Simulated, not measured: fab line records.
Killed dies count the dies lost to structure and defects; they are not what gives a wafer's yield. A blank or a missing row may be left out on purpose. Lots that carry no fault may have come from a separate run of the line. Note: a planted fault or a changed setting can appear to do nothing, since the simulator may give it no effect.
Comparing a struck lot with a sound one / flow rit_cmos / 15 out of 202 route steps
Sound: wafers L916.4, L916.5, L916.6. Struck: wafers L910.1, L910.3, L910.4. Last of all comes the cause.
Per side, at each step with rows, come the tool, then ch with its chambers, and then its first start. Under that, the readings that differ: sound wafers / struck wafers / difference of the means / sigmas: that difference in standard deviations of wafers without a fault.
alike: same words and numbers on both sides, and readings whose means sit less than 2 such deviations apart. not compared: any withheld reading, any reading some wafer has no value for, any bound like >300 that may hide the same value, and any number with overlapping values for which the record gives no deviation.
The two part at a step that has a row with sigmas, a row that says differs or no value, or rows on one side only. Numbers that have no deviation but don't overlap get no sigmas and don't part them. A reading missing from all wafers of one side parts the sides only when that side holds two or more wafers.

first, 6 steps without rows for these wafers: RIT_PRETRO_HMDS_00 (prime time 60 s); RIT_PRETRO_COAT_01 (resist thk 1300 nm); RIT_PRETRO_SOFTBAKE_02 (time 60 s); RIT_PRETRO_EXPOSE_03 (exposes mask M5, target cd 43700 nm); RIT_PRETRO_PEB_04; RIT_PRETRO_DEVELOP_05 (develop time 68 s).
RIT_PRETRO_OVL_MEAS_06:
  sound on overlay-01, day 6 07:25; struck on overlay-02, day 5 01:59
  alike: PRETRO_OVL
then, 2 steps without rows for these wafers: RIT_PRETRO_HARDBAKE_07 (time 120 s); RIT_PRETRO_IMPLANT_08.
RIT_PRETRO_STRIP_09: strips in O2, time 180 s.
  sound on plasma_asher-04 ch 0,1, day 6 07:54; struck on plasma_asher-04 ch 0,1, day 5 02:25
  alike: drypump_motor_current_A
  not compared: rf_hours_counter_h
RIT_PRETRO_TW_MEAS_10:
  sound on film_metro-04, day 6 08:03; struck on film_metro-04, day 5 02:35
  alike: PRETRO_TW
then, 1 step without rows for these wafers: RIT_GATE_WET_ETCH_00 (etches SiO2 in BOE, target depth 56 nm, time 60 s).
RIT_GATE_CLEAN_01: cleans in SC1, time 600 s.
  sound on wet_bench-04 ch 3, day 6 08:06; struck on wet_bench-04 ch 3, day 5 02:41
  no value came back on the struck wafers for bath_guard_temp_C (C), bath_heat_duty_pct (%), time_s (s); on the sound wafers bath_guard_temp_C (C) reads 75.1 75.1 74.6
then, 1 step without rows for these wafers: RIT_GATE_CLEAN_02 (cleans in dHF, time 30 s).
RIT_M1_PROBE_99:
  sound on prober-01, day 7 17:55; struck on prober-01, day 6 08:00
  alike: killed_at_contacts, killed_at_front_end, killed_dies, killed_open, killed_short

## WHERE THEY PART
Within this record, at RIT_GATE_CLEAN_01 only. Later steps at which nothing parts them and some readings are alike: RIT_M1_PROBE_99.

WHY: whatever the simulator had introduced
Entire step skipped (wet_bench-04, RIT_GATE_CLEAN_01), from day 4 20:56 onward. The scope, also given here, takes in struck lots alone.
